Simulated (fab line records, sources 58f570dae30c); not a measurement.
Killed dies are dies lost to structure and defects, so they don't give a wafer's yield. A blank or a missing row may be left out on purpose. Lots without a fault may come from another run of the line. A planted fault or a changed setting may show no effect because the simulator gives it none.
Split-lot experiment | flow berkeley_cmos170 | 5 lots, 23 wafers read, on a route of 331 steps

THE SPLIT
At UCB170_V2_CMP_02 (polishes SiO2), the setting leave_above_ref_nm was moved away from the recipe's 1000 nm on 10 of the 23 wafers read, by -6.6% to +3.9%. The other wafers ran this setting at the recipe's value.

The file shows no step between the split and the reading.

THE READING
V2_POLISHED_THK, in nm, at UCB170_V2_THK_MEAS_04. Fault-free wafers of this fab line usually give 999.9 nm, standard deviation 1.2 nm.

wafer  | tool, chamber at the split | leave_above_ref_nm as run, nm | against the recipe | V2_POLISHED_THK, nm | against lot-mates on the recipe
L075.1 | cmp-02, 0,2                | 1000                          | recipe             | 998.1               | -
L075.3 | cmp-02, 0,2                | 1000                          | recipe             | 998.7               | -
L075.5 | cmp-02, 3                  | 1000                          | recipe             | 996.2               | -
L076.2 | cmp-01, 0                  | 1000                          | recipe             | 999.9               | -
L076.3 | cmp-01, 2,1                | 1039                          | +3.9%              | 1039.0              | +38.7
L076.4 | cmp-01, 1                  | 1039                          | +3.9%              | 1040.7              | +40.4
L076.5 | cmp-01, 0                  | 1000                          | recipe             | 1000.7              | -
L076.6 | cmp-01, 2,1                | 1039                          | +3.9%              | 1039.5              | +39.2
L078.1 | cmp-01, 2                  | 1000                          | recipe             | 999.4               | -
L078.2 | cmp-01, 3                  | 934.1                         | -6.6%              | 934.9               | -65.6
L078.4 | cmp-01, 0                  | 934.1                         | -6.6%              | 933.2               | -67.2
L078.5 | cmp-01, 0                  | 934.1                         | -6.6%              | 932.9               | -67.6
L078.6 | cmp-01, 3                  | 1000                          | recipe             | 1001.5              | -
L080.1 | cmp-02, 2                  | 957.5                         | -4.2%              | 956.9               | -42.7
L080.2 | cmp-02, 3                  | 1000                          | recipe             | 997.8               | -
L080.3 | cmp-02, 1                  | 1000                          | recipe             | 1000.7              | -
L080.4 | cmp-02, 0                  | 1000                          | recipe             | 1000.3              | -
L080.5 | cmp-02, 2                  | 957.5                         | -4.2%              | 957.1               | -42.5
L084.1 | cmp-01, 2                  | 953.4                         | -4.7%              | 953.3               | -47.0
L084.2 | cmp-01, 3                  | 953.4                         | -4.7%              | 953.0               | -47.3
L084.3 | cmp-01, 0,1                | 1000                          | recipe             | 999.8               | -
L084.5 | cmp-01, 0                  | 1000                          | recipe             | 1000.1              | -
L084.6 | cmp-01, 0,1                | 1000                          | recipe             | 1001.0              | -
Where a row lists several chambers, the file gives one row for several wafers and doesn't say which wafer went through which chamber.

THE FIT
A straight line over all 23 wafers: V2_POLISHED_THK changes by +10.1 nm for each +1% of leave_above_ref_nm; r = +1.00; the points scatter about the line by 1.3 nm.
The same after taking each lot's own level away (the mean of its wafers on the recipe; 23 wafers): +10.1 nm for each +1%; r = +1.00; scatter 0.87 nm.
On that fit, the largest move of leave_above_ref_nm shifts the reading by 67 nm.
The lots' own levels span 997.67 to 1000.45 nm, that is 2.3 times the standard deviation above.
So the lot-to-lot level changes the slope little: the two slopes agree.
Check: with one of the wafers moved furthest among these (-6.6%) left out of the fit, the line predicts -66.9 nm for it against its lot-mates. It came out at -65.6 nm against them.

OTHER SPLITS ON THESE WAFERS
These wafers also went through other splits before the reading. Each is held against what the fit with the lots' levels taken away leaves over:
other split on the same wafers       | wafers away from the commonest value | r with V2_POLISHED_THK (lot level and that fit taken away)
UCB170_NSD_IMPLANT_08 energy_kev     | 5                                    | +0.07
UCB170_SILICIDE_SPUTTER_01 time_s    | 9                                    | +0.16
UCB170_CONTACT_CVD_01 sih4_flow_sccm | 18                                   | -0.02
UCB170_M1_COAT_04 spin_rpm           | 9                                    | +0.17
UCB170_M2_PEB_13 peb_temp_c          | 10                                   | +0.21

THE WHOLE CHAIN: every reading that the file lists as answering this split, in the file's order
step                  | what it does  | reading                                                                   | change (the file's fit)              | r (the file's)
UCB170_V2_CMP_02      | polishes SiO2 | SiO2_of_V2_CVD_00.thk_nm (the simulator's own value, which no gauge read) | +10.1 nm for each +1% of the setting | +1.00
UCB170_V2_THK_MEAS_04 |               | V2_POLISHED_THK                                                           | +10.1 for each +1% of the setting    | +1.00

THE FILE'S OWN FIT
V2_POLISHED_THK changes by +10.1 nm for each +1% of leave_above_ref_nm, r = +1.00.
